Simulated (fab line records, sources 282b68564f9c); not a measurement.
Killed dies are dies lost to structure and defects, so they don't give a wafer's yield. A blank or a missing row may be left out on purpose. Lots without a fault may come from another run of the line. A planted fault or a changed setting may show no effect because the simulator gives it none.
Problem report in the 8D (eight disciplines) form, filled by code | flow rit_cmos | the parts of the form that need people (team, actions taken, sign-off) are left out

1. THE PROBLEM
FOX1_OXIDE_THK at RIT_FOX1_THK_MEAS_01 reads a mean of 233 nm on 6 wafers of 2 lots; wafers without a fault read 349 nm with a standard deviation of 7. That is -17 standard deviations from the usual mean.
First seen on wafer L863.1, day 4 21:32, on film_metro-04. The record holds 42 wafers of 14 lots with a number at this step. Rule for "out", or "out of limits": more than 4 standard deviations from the usual mean. The other wafers with a number count as sound.

2. WHAT IT IS AND WHAT IT IS NOT
question                    | is                     | is not
which readings at this step | FOX1_OXIDE_THK         | -
which lots                  | L863, L864             | L848, L849, L850, L851, L852, L853, L854, L855, L856, L857, L858, L861
which wafers of those lots  | all that have a number | -
read on which gauges        | film_metro-04          | film_metro-02, film_metro-03
when                        | from day 4 21:32       | up to then (36 sound wafers)

3. SUSPECTS, AND WHAT RULES EACH OUT
Counting: a tool at a process step up to the reading stays a suspect if it ran every lot that is out and no sound lot after the first of them.
- the gauge at RIT_FOX1_THK_MEAS_01: kept. All the wafers that are out were read on film_metro-04, and no step on other tools shows them out.
- furnace-04 at RIT_FOX1_OXIDATION_00 (target thk 350.7 nm, ox time 1130 s): kept. It ran every lot that is out, first L863 (day 4 20:13), and no sound lot after that; its last sound lot up to then is L858 (day 3 19:03).
Left after counting: furnace-04 at RIT_FOX1_OXIDATION_00, film_metro-04 at RIT_FOX1_THK_MEAS_01.

4. THE CAUSE (what the simulator had put in)
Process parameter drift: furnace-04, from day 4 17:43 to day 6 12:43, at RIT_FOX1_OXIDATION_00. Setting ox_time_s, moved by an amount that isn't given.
Counting left 2 suspects, and this tool is among them.

5. THE CHAIN OF EFFECTS, in route order
Each row: a reading whose mean over the struck wafers that have a number lies more than 3 standard deviations from the usual. Only readings for which the record gives a usual standard deviation are gone through. hours: the time from each lot's start at the first step in this table that gives one to its start at this step, as a median over the lots. sigmas: the change in usual standard deviations.
hours | step                 | reading        | usual  | on struck wafers | change | sigmas
0     | RIT_FOX1_THK_MEAS_01 | FOX1_OXIDE_THK | 349 nm | 233              | -116   | -17
Later measuring or inspecting steps at which every struck wafer that the step has a row for has a number for every such reading, and none has moved that far: RIT_WELLDRIVE_RS_MEAS_01, RIT_NSD_OVL_MEAS_06.

6. WHAT WOULD HAVE CAUGHT IT SOONER
In this record the first reading out of limits at a measuring or inspecting step was taken at day 4 21:32, 4 hours after the fault began at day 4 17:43.
Of the tool readings at RIT_FOX1_OXIDATION_00 for which the record gives a usual standard deviation, none was out on any struck wafer, so an alarm limit of 4 standard deviations on them would not have fired.
Of the lots that are out (2), L864 began RIT_FOX1_OXIDATION_00 on furnace-04 after day 4 21:32. A hold on the tool at that time would have spared it.
